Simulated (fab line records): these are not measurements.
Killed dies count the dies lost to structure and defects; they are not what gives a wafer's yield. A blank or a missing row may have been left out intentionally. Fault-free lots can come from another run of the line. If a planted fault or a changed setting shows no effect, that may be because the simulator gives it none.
A single fault, viewed from 2 desks	flow rit cmos	each desk holds nothing but its own numbers, with what lay behind them at the end

DESK OF THE TOOL OWNER: rie metal-01
The tool's own readings at RIT_M1_METAL_ETCH_12 (etches Al in Cl2/BCl3, stops on SiO2, time 165 s, target depth 600 nm): means of the sampled wafers that have a number, for each lot that ran on this tool. Marked OUT: a lot whose mean sits more than 4 standard deviations from the usual mean, which makes it out of limits; the brackets give that distance.
Columns: A = drypump motor current A at RIT_M1_METAL_ETCH_12, usual 5.6 A; B = he backside leak sccm at RIT_M1_METAL_ETCH_12, usual 3.5 sccm; C = oes product au at RIT_M1_METAL_ETCH_12, usual 0.775 a.u.; D = throttle valve pct at RIT_M1_METAL_ETCH_12, usual 8.21 %
lot	first seen here	A	B	C	D
L698	day 3 16:59	5.7	3.4	0.782	8.21
L701	day 4 08:21	5.5	3.6	0.781	8.16
L707	day 5 14:50	5.8	3.4	0.803	8.25
L713	day 6 23:11	5.5	3.4	0.737	8.17
L715	day 7 09:46	5.5	3.6	0.739	8.17
Finding of this desk: none of the 5 lots has anything out of limits.

THE METROLOGY DESK
What the gauges read for every lot (on any tool): the sampled wafers with a number, averaged. Marked OUT: a lot whose mean sits more than 4 standard deviations from the usual mean, which makes it out of limits; the brackets give that distance.
Columns: A = NLDD_OVL at RIT_NLDD_OVL_MEAS_06, usual -0.6 nm; B = cd nm at RIT_M1_CD_MEAS_90, usual 2601 nm
lot	first seen here	A	B
L696	day 2 17:40	1.2	2599
L697	day 2 21:59	-3.2	2601
L698	day 3 02:40	-2.1	2597
L700	day 3 16:52	-0.6	2597
L701	day 3 18:16	1.5	2602
L705	day 4 15:15	-1.8	2603
L706	day 4 18:44	-0.5	2601
L707	day 5 01:40	0.7	2601
L712	day 6 01:21	1.1	2598
L713	day 6 09:46	1.0	2605
L714	day 6 14:40	-2.2	2599
L715	day 6 17:56	-1.7	2606
L717	day 7 08:15	-2.2	2601
L719	day 7 15:29	-1.4	2602
Finding of this desk: none of the 14 lots has anything out of limits.

ALL TOGETHER
The tool owner's desk saw nothing out of limits.
At the metrology desk, nothing out of limits was observed.

WHAT THE SIMULATOR PUT IN
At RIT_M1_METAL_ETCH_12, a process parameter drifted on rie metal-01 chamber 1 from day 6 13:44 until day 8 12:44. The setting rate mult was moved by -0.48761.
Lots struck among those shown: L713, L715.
